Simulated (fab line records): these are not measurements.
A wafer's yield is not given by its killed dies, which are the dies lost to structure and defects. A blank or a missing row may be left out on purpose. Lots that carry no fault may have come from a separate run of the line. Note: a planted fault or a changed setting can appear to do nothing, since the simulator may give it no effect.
fab line records | flow ritCmos
[record] lots = 15 wafers = 45 lastDay = 8
route steps=202 shown PLDD@122
lots untouched by any fault: they come from a run of this same line in which no faults occurred
startH: start of the lot's first displayed wafer, in hours after the record's first day | waitH: time in hours since the lot's previous step | " same as the row above | L1.1+2: several wafers, shown together as one row | - value missing, or start not given | * or withheld: withheld | < > ~ a bound
route shown NAME@n: names a module that has steps shown in the file, with the first one's number in the route | usual: the fault-free wafers' mean and standard deviation | same: alike in all rows | chamber/n: place in a boat | sites: each site's reading | _std_site: how widely they spread, as a standard deviation | _edge_site: inner sites' mean taken away from outer sites' mean | radiusMm: for every site, how far away it sits from the centre of the wafer | mask NAME#n: copy n | behind: the last tool/chamber to shape the wafer | hold: cause of the lot's hold/its duration in hours/its outcome | device: whichever transistor did not switch (one of n, p or np) | end of line: the tests these same wafers got at the end of their route | step lacking rows: just its recipe | killed: count of dies lost to structure and defects at first sort (not the wafer's yield) | map: a wafer's dies, x killed, . not, _ none there
set.NAME: the setting that was run; set.NAME@STEP: the one run at that earlier step | model.NAME: the simulator's own value behind a step, which no gauge read
one table for each step of the route and one row for each wafer, over a sample of lots
services: when a tool's chamber went out of use (startH, in hours from the record's first day, below 0 if earlier), for how many hours, and the reason
[[steps]]
[step RIT_PLDD_IMPLANT_08]
[recipe] species = BF2 energyKev = 20 doseCm2 = 9.064e+14 tiltDeg = 7
[usual] beamEnergyKeV = 20.000/0.006
// columns lot.wafer tool chamber startH waitH beamEnergyKeV
L325.1 implanter-04 0 49.75 0.1 19.995
L325.4 " 0 " " 19.993
L325.6 " 0 " " 19.998
L326.2 implanter-02 0 54.99 0.1 20.010
L326.3 " 0 " " 20.012
L326.4 " 0 " " 20.008
L327.2 implanter-04 0 56.98 0.1 20.005
L327.3 " 0 " " 19.998
L327.5 " 0 " " 20.002
L328.2 implanter-02 0 64.71 0.1 20.000
L328.4 " 0 " " 20.003
L328.6 " 0 " " 19.993
L331.1 implanter-03 0 75.78 0.1 19.999
L331.4 " 0 " " 20.007
L331.5 " 0 " " 19.995
L332.1 implanter-03 0 84.08 0.1 19.988
L332.2 " 0 " " 19.992
L332.6 " 0 " " 19.989
L333.3 implanter-04 0 85.68 0.1 19.995
L333.5 " 0 " " 19.997
L333.6 " 0 " " 20.001
L334.1 implanter-03 0 93.31 0.1 20.001
L334.3 " 0 " " 19.999
L334.4 " 0 " " 20.003
L337.1 implanter-02 0 104.96 0.1 20.012
L337.2 " 0 " " 19.998
L337.6 " 0 " " 20.000
L338.1 implanter-02 0 113.59 0.1 18.799
L338.3 " 0 " " 18.806
L338.4 " 0 " " 18.795
L339.2 implanter-02 0 119.64 0.1 18.798
L339.4 " 0 " " 18.802
L339.6 " 0 " " 18.793
L340.3 implanter-02 0 128.24 0.1 18.783
L340.5 " 0 " " 18.792
L340.6 " 0 " " 18.792
L344.1 implanter-03 0 157.35 0.1 19.995
L344.3 " 0 " " 19.993
L344.6 " 0 " " 19.994
L347.2 implanter-04 0 163.75 0.1 20.002
L347.4 " 0 " " 20.014
L347.6 " 0 " " 19.998
L348.1 implanter-03 0 173.76 0.1 19.996
L348.4 " 0 " " 20.001
L348.6 " 0 " " 19.992
[step RIT_PLDD_TW_MEAS_10]
[usual] PLDD_TW = 2352/20
// columns lot.wafer tool chamber startH waitH PLDD_TW
L325.1 filmMetro-03 - 50.07 0.1 2335
L325.4 " - " " 2341
L325.6 " - " " 2354
L326.2 filmMetro-02 - 55.30 0.1 2368
L326.3 " - " " 2367
L326.4 " - " " 2362
L327.2 filmMetro-02 - 57.29 0.1 2360
L327.3 " - " " 2362
L327.5 " - " " 2362
L328.2 filmMetro-02 - 65.02 0.1 2361
L328.4 " - " " 2370
L328.6 " - " " 2371
L331.1 filmMetro-03 - 76.11 0.1 2352
L331.4 " - " " 2341
L331.5 " - " " 2332
L332.1 filmMetro-02 - 84.40 0.1 2374
L332.2 " - " " 2366
L332.6 " - " " 2383
L333.3 filmMetro-01 - 85.98 0.1 2309
L333.5 " - " " 2307
L333.6 " - " " 2318
L334.1 filmMetro-03 - 93.63 0.1 2338
L334.3 " - " " 2330
L334.4 " - " " 2333
L337.1 filmMetro-01 - 105.29 0.1 2323
L337.2 " - " " 2331
L337.6 " - " " 2319
L338.1 filmMetro-01 - 113.92 0.1 2290
L338.3 " - " " 2293
L338.4 " - " " 2284
L339.2 filmMetro-01 - 119.95 0.1 2276
L339.4 " - " " 2289
L339.6 " - " " 2297
L340.3 filmMetro-03 - 128.54 0.1 2312
L340.5 " - " " 2308
L340.6 " - " " 2302
L344.1 filmMetro-02 - 157.68 0.1 2351
L344.3 " - " " 2368
L344.6 " - " " 2353
L347.2 filmMetro-02 - 164.06 0.1 2349
L347.4 " - " " 2362
L347.6 " - " " 2370
L348.1 filmMetro-02 - 174.09 0.1 2388
L348.4 " - " " 2382
L348.6 " - " " 2379
[step RIT_SDANNEAL_RS_MEAS_06]
[recipe] thkMeasGauge = four-point-probe
[usual] PLDD_RS = 178.0/0.49
// columns lot.wafer tool chamber startH waitH PLDD_RS[ohm/sq]
L325.1 filmMetro-03 - 56.30 0.1 178.3
L325.4 " - " " 178.9
L325.6 " - " " 178.3
L326.2 filmMetro-03 - 62.93 0.1 177.6
L326.3 " - " " 177.6
L326.4 " - " " 178.1
L327.2 filmMetro-01 - 66.46 0.1 177.9
L327.3 " - " " 177.9
L327.5 " - " " 178.3
L328.2 filmMetro-03 - 73.10 0.1 178.4
L328.4 " - " " 178.5
L328.6 " - " " 178.7
L331.1 filmMetro-03 - 82.78 0.1 177.0
L331.4 " - " " 177.5
L331.5 " - " " 177.4
L332.1 filmMetro-01 - 91.58 0.1 177.5
L332.2 " - " " 178.2
L332.6 " - " " 177.9
L333.3 filmMetro-02 - 92.37 0.1 179.2
L333.5 " - " " 178.5
L333.6 " - " " 178.7
L334.1 filmMetro-03 - 99.98 0.1 178.0
L334.3 " - " " 178.1
L334.4 " - " " 177.8
L337.1 filmMetro-02 - 111.95 0.1 178.0
L337.2 " - " " 177.8
L337.6 " - " " 178.2
L338.1 filmMetro-03 - 120.17 0.1 180.9
L338.3 " - " " 181.0
L338.4 " - " " 181.3
L339.2 filmMetro-03 - 126.35 0.1 181.3
L339.4 " - " " 181.5
L339.6 " - " " 181.3
L340.3 filmMetro-01 - 134.85 0.1 181.9
L340.5 " - " " 182.0
L340.6 " - " " 182.1
L344.1 filmMetro-01 - 164.02 0.1 177.6
L344.3 " - " " 177.3
L344.6 " - " " 178.0
L347.2 filmMetro-01 - 171.82 0.1 178.9
L347.4 " - " " 178.3
L347.6 " - " " 178.9
L348.1 filmMetro-02 - 180.29 0.1 177.6
L348.4 " - " " 177.3
L348.6 " - " " 177.9
[[services]]
// columns tool chamber startH hours kind
implanter-02 - 38.81 0.6 repair
implanter-02 - 51.31 1.7 repair
implanter-03 - 53.99 5.0 repair
implanter-02 - 57.66 3.1 repair
implanter-04 - 93.65 2.1 repair
implanter-04 - 110.63 26.5 pm
implanter-02 - 142.47 5.3 pm
[[key]]
[firstSign] step = RIT_PLDD_IMPLANT_08 reading = beamEnergyKeV direction = down sigmas = 99+ usual = 20.000 struck = 18.795
[effect] step = RIT_PLDD_TW_MEAS_10 reading = PLDD_TW direction = down sigmas = 2.9 usual = 2352 struck = 2295
[effect] step = RIT_SDANNEAL_RS_MEAS_06 reading = PLDD_RS direction = up sigmas = 7.1 usual = 178.0 struck = 181.5
metAt RIT_PLDD_IMPLANT_08
struckLots L338,L339,L340
testerLeftOut L338,L339,L340
onsetBetween 104.96 113.59
[fault] kind = processParameterDrift tool = implanter-02 chamber = - onsetH = 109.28 steps = RIT_PLDD_IMPLANT_08 channel = energyKev offset = -1.2038 shape = step endH = 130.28 actsIn = theseRecipesOnly stated = 20
// testerLeftOut: of these lots the tester's yield and bins aren't shown, on N5 and GAA mostly nor the transistor test; their killed dies are dies lost to structure and defects alone, not to doping, threshold or leakage, so they don't give the yield
